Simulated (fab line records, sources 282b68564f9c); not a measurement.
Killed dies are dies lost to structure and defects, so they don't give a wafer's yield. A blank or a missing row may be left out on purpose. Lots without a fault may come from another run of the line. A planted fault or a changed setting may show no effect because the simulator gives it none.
One fault seen from 2 desks | flow rit_cmos | each desk has only its own numbers; what lay behind them comes last

THE METROLOGY DESK
What the gauges read, lot by lot, whatever tool the lot ran on: means of the sampled wafers that have a number. A lot is out of limits, marked OUT, if its mean lies more than 4 standard deviations from the usual mean; the brackets give that distance.
Columns: A = CONTACT_OVL at RIT_CONTACT_OVL_MEAS_09, usual 0.2 nm
lot  | first seen here | A
L740 | day 3 05:02     | 2.5
L741 | day 3 08:43     | -0.5
L743 | day 3 19:23     | 1.0
L745 | day 4 08:38     | -1.1
L748 | day 4 23:06     | 0.5
L751 | day 5 12:03     | -1.7
L752 | day 5 15:55     | 0.1
L753 | day 6 02:05     | 130.0 (+87) OUT
L754 | day 6 03:52     | 129.5 (+86) OUT
L755 | day 6 05:51     | 129.1 (+86) OUT
L756 | day 6 12:46     | -0.6
L757 | day 6 19:20     | -0.2
L758 | day 6 22:59     | 2.6
L761 | day 7 12:08     | 0.4
L762 | day 7 19:20     | 1.8
This desk's finding: out of limits on L753, L754, L755; first on L753, day 6 02:05 (CONTACT_OVL at RIT_CONTACT_OVL_MEAS_09). In limits: L740, L741, L743, L745, L748, L751, L752, L756, L757, L758, L761, L762.

THE TOOL OWNER'S DESK: iline_stepper-01
The tool's own readings at RIT_CONTACT_EXPOSE_05 (exposes mask M11, target cd 1000 nm): means of the sampled wafers that have a number, for each lot that ran on this tool. A lot is out of limits, marked OUT, if its mean lies more than 4 standard deviations from the usual mean; the brackets give that distance.
Columns: A = exposure_dose_mJ_cm2 at RIT_CONTACT_EXPOSE_05, usual 249.93; B = focus_offset_nm at RIT_CONTACT_EXPOSE_05, usual 0.1 nm
lot  | first seen here | A      | B
L743 | day 3 18:45     | 250.33 | -0.0
L751 | day 5 11:26     | 250.13 | -0.2
L753 | day 6 01:29     | 249.74 | -0.6
L754 | day 6 03:11     | 250.00 | 0.6
L755 | day 6 05:14     | 249.93 | 0.4
This desk's finding: nothing out of limits on any of the 5 lots.

PUT TOGETHER
The metrology desk could have raised an alarm at day 6 02:05, on L753, L754, L755.
The tool owner's desk saw nothing out of limits.
The tool owner's desk has L753, L754, L755 on record, within its limits.
Of the lots named, all ran RIT_CONTACT_EXPOSE_05 on iline_stepper-01.

WHAT THE SIMULATOR HAD PUT IN
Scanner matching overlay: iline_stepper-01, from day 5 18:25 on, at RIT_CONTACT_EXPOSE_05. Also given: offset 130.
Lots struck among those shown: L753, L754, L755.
Hours from the fault's start to each desk's first reading out of limits: the metrology desk, 8.
